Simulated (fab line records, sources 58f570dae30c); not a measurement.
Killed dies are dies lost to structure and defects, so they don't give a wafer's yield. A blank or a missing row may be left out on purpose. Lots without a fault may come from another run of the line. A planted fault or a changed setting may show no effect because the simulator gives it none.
fab line records | flow berkeley_cmos170
record lots=13 wafers=39 last_day=12
route steps=331 shown NWELL@18 SDANNEAL@205 V1@269 M3@312
lots that met no fault: from a run of the same line without faults
start_h: hours from the record's first day to the start of the lot's first wafer shown | wait_h: hours since the lot's step before | " the same as in the row above | L1.1+2: a row that stands for several wafers | - no value, or no start given | * or withheld: withheld | < > ~ a bound
route shown NAME@n: a module of which the file shows steps, and the number in the route of the first | usual: mean/standard deviation of fault-free wafers | same: alike in all rows | chamber/n: place in a boat | sites: the reading at each site | _std_site: their standard deviation | _edge_site: outer sites' mean less inner sites' | radius_mm: how far each site lies from the wafer's centre | mask NAME#n: copy n | behind: the tool/chamber that last shaped the wafer | hold: why the lot was held/for how many hours/how that ended | device: the transistor (n, p or np) that didn't switch | end of line: the same wafers' tests at the end of the route | a step without rows: its recipe alone | killed: dies lost to structure and defects at the first sort, not the wafer's yield | map: a wafer's dies, x killed, . not, _ none there
set.NAME: the setting as run; set.NAME@STEP: as run at that earlier step | model.NAME: the simulator's own value behind a step, which no gauge read
steps of the route over a sample of lots; a table a step, a row a wafer
services: from which hour (start_h, from the record's first day; less than 0 if before it) a tool's chamber was out of use, for how many hours, and why
## steps
# step UCB170_NWELL_CVD_04
# recipe material=Si3N4 target_thk_nm=224 temp_c=800 precursor=SiH2Cl2/NH3 time_s=3360 pressure_mtorr=200 sih2cl2_flow_sccm=25 nh3_flow_sccm=75
# usual sih2cl2_flow_sccm=25.00/0.066 spike_tc_centre_C=801.8/1.2 spike_tc_load_C=822/3.1 spike_tc_source_C=824.0/1.6 susceptor_temp_C=800.0/0.31
# columns lot.wafer tool chamber start_h wait_h sih2cl2_flow_sccm spike_tc_centre_C spike_tc_load_C spike_tc_source_C susceptor_temp_C
L872.1 lpcvd-02 0 35.13 0.0 24.94 801.1 821 823.5 799.7
L872.5 " 0 " " 24.92 802.3 820 822.2 800.4
L872.6 " 0 " " 25.00 802.0 820 825.3 800.3
L873.3 lpcvd-02 1 42.15 0.0 24.96 803.1 825 824.8 799.9
L873.4 " 1 " " 24.91 803.8 823 824.9 800.5
L873.6 " 1 " " 24.96 803.3 824 826.1 800.6
L874.1 lpcvd-01 1 48.40 0.0 25.17 802.4 828 820.4 800.1
L874.5 " 1 " " 25.04 800.2 829 819.3 800.8
L874.6 " 1 " " 25.02 803.4 830 820.7 799.8
L875.1 lpcvd-01 0 48.40 0.0 25.09 802.7 822 824.9 800.0
L875.2 " 0 " " 24.97 801.5 820 826.1 800.2
L875.6 " 0 " " 24.98 801.2 821 822.6 800.1
L876.1 lpcvd-02 0 56.92 0.0 24.89 800.5 820 822.8 799.8
L876.2 " 0 " " 25.02 800.6 820 821.2 799.6
L876.6 " 0 " " 25.06 801.2 820 822.8 800.2
L877.4 lpcvd-02 0 56.92 0.0 24.90 802.4 819 824.4 799.3
L877.5 " 0 " " 24.97 801.9 819 822.5 799.6
L877.6 " 0 " " 25.02 800.8 821 824.8 799.5
L879.3 lpcvd-02 1 74.86 2.1 24.92 803.0 825 825.3 800.1
L879.4 " 1 " " 24.96 801.3 824 825.8 799.6
L879.6 " 1 " " 24.93 801.9 825 823.5 799.7
L880.1 lpcvd-02 0 74.86 2.1 24.98 800.7 818 823.6 800.0
L880.3 " 0 " " 25.02 801.3 819 823.9 800.3
L880.6 " 0 " " 24.88 802.1 818 823.6 799.9
L885.2 lpcvd-02 0 94.11 0.0 29.88 801.0 819 822.9 800.2
L885.3 " 0 " " 29.88 801.9 817 822.6 800.3
L885.6 " 0 " " 29.93 800.4 820 822.5 799.9
L886.2 lpcvd-01 1 102.13 0.0 24.93 801.0 830 822.7 800.2
L886.3 " 1 " " 24.93 801.7 828 820.6 800.4
L886.4 " 1 " " 25.09 801.5 830 821.1 800.2
L887.3 lpcvd-01 0 110.96 0.0 24.90 802.8 822 824.6 800.2
L887.5 " 0 " " 24.96 802.7 820 827.8 800.0
L887.6 " 0 " " 24.89 803.6 819 825.6 800.0
L888.1 lpcvd-01 0 110.96 0.0 24.91 802.3 821 824.4 800.0
L888.3 " 0 " " 25.01 801.9 821 825.7 799.9
L888.6 " 0 " " 24.97 803.7 821 826.5 800.0
L889.2 lpcvd-01 0 120.93 0.0 25.01 801.4 822 825.6 799.9
L889.4 " 0 " " 24.97 801.0 822 824.2 799.9
L889.6 " 0 " " 25.13 801.1 821 825.1 799.6
# step UCB170_NWELL_THK_MEAS_05
# recipe reads=Si3N4_of_NWELL_CVD_04
# usual NWELL_NITRIDE_THK=224.6/1.8
# columns lot.wafer tool chamber start_h wait_h NWELL_NITRIDE_THK[nm]
L872.1 film_metro-01 - 37.07 0.0 223.3
L872.5 " - " " 225.4
L872.6 " - " " 224.9
L873.3 film_metro-01 - 44.10 0.0 223.7
L873.4 " - " " 222.8
L873.6 " - " " 225.1
L874.1 film_metro-03 - 51.30 0.0 221.8
L874.5 " - " " 222.9
L874.6 " - " " 221.8
L875.1 film_metro-01 - 51.30 0.0 224.5
L875.2 " - " " 225.7
L875.6 " - " " 224.9
L876.1 film_metro-01 - 58.85 0.0 224.8
L876.2 " - " " 224.6
L876.6 " - " " 223.6
L877.4 film_metro-04 - 58.88 0.0 222.6
L877.5 " - " " 223.1
L877.6 " - " " 223.4
L880.1 film_metro-01 - 76.79 0.0 227.2
L880.3 " - " " 228.4
L880.6 " - " " 225.4
L879.3 film_metro-03 - 76.81 0.0 224.8
L879.4 " - " " 225.5
L879.6 " - " " 225.5
L885.2 film_metro-03 - 96.06 0.0 238.7
L885.3 " - " " 236.7
L885.6 " - " " 237.0
L886.2 film_metro-04 - 104.07 0.0 223.8
L886.3 " - " " 224.9
L886.4 " - " " 225.4
L888.1 film_metro-04 - 113.86 0.0 223.3
L888.3 " - " " 220.7
L888.6 " - " " 219.0
L887.3 film_metro-03 - 113.88 0.0 227.0
L887.5 " - " " 227.3
L887.6 " - " " 227.8
L889.2 film_metro-01 - 123.84 0.0 224.7
L889.4 " - " " 227.3
L889.6 " - " " 225.1
# step UCB170_SDANNEAL_RTA_01
# recipe temp_c=1050 time_s=5 ambient=N2
# usual lamp_power_pct=37/4.2 wafer_temp_C_max=1053.6/0.73
# columns lot.wafer tool chamber start_h wait_h lamp_power_pct wafer_temp_C_max
L872.1 rtp_anneal-02 0 175.40 0.1 33 1054.7
L872.5 " 0 " " 33 1053.7
L872.6 " 0 " " 33 1053.7
L873.3 rtp_anneal-01 0 184.78 0.1 41 1053.3
L873.4 " 0 " " 41 1055.1
L873.6 " 0 " " 41 1053.6
L875.1 rtp_anneal-02 0 185.02 0.1 33 1052.5
L875.2 " 0 " " 33 1054.4
L875.6 " 0 " " 33 1053.7
L874.1 rtp_anneal-01 0 185.20 0.1 41 1053.3
L874.5 " 0 " " 41 1053.1
L874.6 " 0 " " 41 1052.4
L877.4 rtp_anneal-02 0 202.89 0.1 33 1053.3
L877.5 " 0 " " 33 1052.8
L877.6 " 0 " " 33 1053.7
L876.1 rtp_anneal-01 0 203.09 0.1 41 1053.3
L876.2 " 0 " " 41 1053.4
L876.6 " 0 " " 41 1052.4
L880.1 rtp_anneal-02 0 211.88 0.1 33 1054.5
L880.3 " 0 " " 33 1053.6
L880.6 " 0 " " 33 1054.6
L879.3 rtp_anneal-01 0 212.35 0.1 41 1054.4
L879.4 " 0 " " 41 1053.5
L879.6 " 0 " " 41 1052.8
L885.2 rtp_anneal-01 0 237.30 0.1 41 1053.0
L885.3 " 0 " " 41 1052.8
L885.6 " 0 " " 41 1053.0
L886.2 rtp_anneal-01 0 251.87 0.1 41 1052.8
L886.3 " 0 " " 41 1053.7
L886.4 " 0 " " 41 1053.9
L889.2 rtp_anneal-02 0 261.88 0.1 33 1054.5
L889.4 " 0 " " 33 1053.8
L889.6 " 0 " " 33 1053.2
L888.1 rtp_anneal-02 0 262.05 0.1 33 1054.4
L888.3 " 0 " " 33 1053.2
L888.6 " 0 " " 33 1053.4
L887.3 rtp_anneal-01 0 262.15 0.1 41 1053.2
L887.5 " 0 " " 41 1052.1
L887.6 " 0 " " 41 1054.2
# step UCB170_V1_STRIP_15
# recipe chemistry=O2 power_w=400 pressure_mtorr=3500 platen_temp_c=withheld o2_flow_sccm=400 overash_fraction=0.5
# usual chamber_pressure_mTorr=3500/3 drypump_motor_current_A=5.5/0.3 oes_product_au=0.722/0.0044 strip_time_to_endpoint_s=15.31/0.14
# columns lot.wafer tool chamber start_h wait_h chamber_pressure_mTorr drypump_motor_current_A oes_product_au rf_hours_counter_h strip_time_to_endpoint_s
L872.1 plasma_asher-03 1 188.87 0.1 3498 5.3 0.714 47 15.47
L872.5 " 0 " " 3503 5.7 0.717 - 15.29
L872.6 " 1 " " 3497 5.3 0.725 - 15.37
L875.1 plasma_asher-03 1 197.44 0.1 3501 5.3 0.724 48 15.19
L875.2 " 0 " " 3500 5.7 0.722 48 15.29
L875.6 " 1 " " 3501 5.3 0.720 - 15.21
L873.3 plasma_asher-03 1 200.88 0.1 3495 5.3 0.724 - 15.51
L873.4 " 0 " " 3505 5.8 0.727 - 15.39
L873.6 " 1 " " 3498 5.3 0.726 - 15.30
L874.1 plasma_asher-02 0 201.02 0.1 3500 5.9 0.713 49 15.50
L874.5 " 1 " " 3500 5.3 0.724 - 15.37
L874.6 " 0 " " 3497 5.9 0.721 - 15.14
L877.4 plasma_asher-03 0 216.60 0.0 3497 5.7 0.723 - 15.05
L877.5 " 0 " " 3498 5.8 0.724 - 15.33
L877.6 " 1 " " 3501 5.3 0.717 - 15.24
L876.1 plasma_asher-02 0 217.80 0.1 3502 5.9 0.728 51 15.37
L876.2 " 1 " " 3501 5.3 0.721 51 15.46
L876.6 " 1 " " 3503 5.3 0.728 - 15.42
L880.1 plasma_asher-02 1 223.64 0.1 3504 5.3 0.727 52 15.04
L880.3 " 0 " " 3505 5.8 0.713 - 15.39
L880.6 " 0 " " 3502 5.9 0.707 - 15.38
L879.3 plasma_asher-01 1 226.16 0.1 3495 5.8 0.728 - 15.02
L879.4 " 0 " " 3499 5.0 0.713 - 15.38
L879.6 " 0 " " 3500 5.0 0.725 - 15.30
L885.2 plasma_asher-01 1 250.58 0.1 3503 5.8 0.719 13 15.38
L885.3 " 0 " " 3501 5.0 0.721 - 15.37
L885.6 " 0 " " 3499 5.0 0.723 - 15.38
L886.2 plasma_asher-01 1 265.29 0.1 3499 5.8 0.726 14 15.37
L886.3 " 0 " " 3496 5.0 0.717 - 15.31
L886.4 " 1 " " 3505 5.8 0.723 - 15.38
L888.1 plasma_asher-03 1 275.17 0.1 3500 5.3 0.716 56 15.28
L888.3 " 1 " " 3500 5.3 0.717 - 15.31
L888.6 " 0 " " 3500 5.7 0.726 - 15.35
L887.3 plasma_asher-02 1 275.82 0.1 3506 5.3 0.719 - 15.23
L887.5 " 0 " " 3499 5.8 0.722 - 15.55
L887.6 " 1 " " 3496 5.3 0.720 - 15.30
L889.2 plasma_asher-03 0 276.07 0.1 3500 5.8 0.716 56 15.47
L889.4 " 0 " " 3498 5.7 0.723 - 15.22
L889.6 " 0 " " 3496 5.7 0.719 - 15.29
# step UCB170_M3_THK_MEAS_03
# recipe thk_meas_gauge=xrf reads=Al_of_M3_SPUTTER_01
# usual M3_AL_THK=901/15
# columns lot.wafer tool chamber start_h wait_h M3_AL_THK[nm]
L872.1 film_metro-02 - 194.42 0.1 906
L872.5 " - " " 907
L872.6 " - " " 905
L875.1 film_metro-03 - 204.00 0.1 886
L875.2 " - " " 896
L875.6 " - " " 882
L874.1 film_metro-04 - 206.86 0.1 924
L874.5 " - " " 912
L874.6 " - " " 919
L873.3 film_metro-02 - 207.15 0.1 907
L873.4 " - " " 893
L873.6 " - " " 905
L877.4 film_metro-02 - 222.67 0.1 920
L877.5 " - " " 908
L877.6 " - " " 910
L876.1 film_metro-03 - 223.81 0.1 902
L876.2 " - " " 890
L876.6 " - " " 893
L880.1 film_metro-04 - 230.06 0.1 888
L880.3 " - " " 905
L880.6 " - " " 897
L879.3 film_metro-02 - 231.90 0.1 898
L879.4 " - " " 911
L879.6 " - " " 908
L885.2 film_metro-04 - 256.80 0.1 904
L885.3 " - " " 888
L885.6 " - " " 904
L886.2 film_metro-04 - 273.58 0.1 902
L886.3 " - " " 903
L886.4 " - " " 908
L888.1 film_metro-02 - 281.27 0.1 906
L888.3 " - " " 906
L888.6 " - " " 900
L887.3 film_metro-02 - 282.44 0.1 905
L887.5 " - " " 899
L887.6 " - " " 903
L889.2 film_metro-02 - 282.94 0.1 860
L889.4 " - " " 862
L889.6 " - " " 863
## services
# columns tool chamber start_h hours kind
plasma_asher-01 - 37.97 1.4 repair
plasma_asher-01 - 108.75 9.0 pm
plasma_asher-01 0 108.75 12.2 vent_cycle
plasma_asher-01 1 108.75 12.2 vent_cycle
plasma_asher-01 - 115.96 5.0 repair
plasma_asher-02 - 117.05 8.3 repair
plasma_asher-01 0 117.75 - clean
plasma_asher-01 1 117.75 - clean
plasma_asher-03 - 148.33 2.8 pm
## key
first_sign step=UCB170_NWELL_CVD_04 reading=sih2cl2_flow_sccm direction=up sigmas=74 usual=25.00 struck=29.90
effect step=UCB170_NWELL_THK_MEAS_05 reading=NWELL_NITRIDE_THK direction=up sigmas=7 usual=224.6 struck=237.5
met_at UCB170_NWELL_CVD_04
struck_lots L885
struck_wafers L885.2,L885.3,L885.6
tester_left_out L885
not_acting_at UCB170_SDANNEAL_RTA_01,UCB170_V1_STRIP_15,UCB170_M3_THK_MEAS_03
onset_between 74.86 94.11
fault kind=process_parameter_drift tool=lpcvd-02 chamber=0 onset_h=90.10 steps=UCB170_NWELL_CVD_04 channel=sih2cl2_flow_sccm offset=5 shape=step end_h=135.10 acts_in=these_recipes_only stated=25
# tester_left_out: of these lots the tester's yield and bins aren't shown, on N5 and GAA mostly nor the transistor test; their killed dies are dies lost to structure and defects alone, not to doping, threshold or leakage, so they don't give the yield
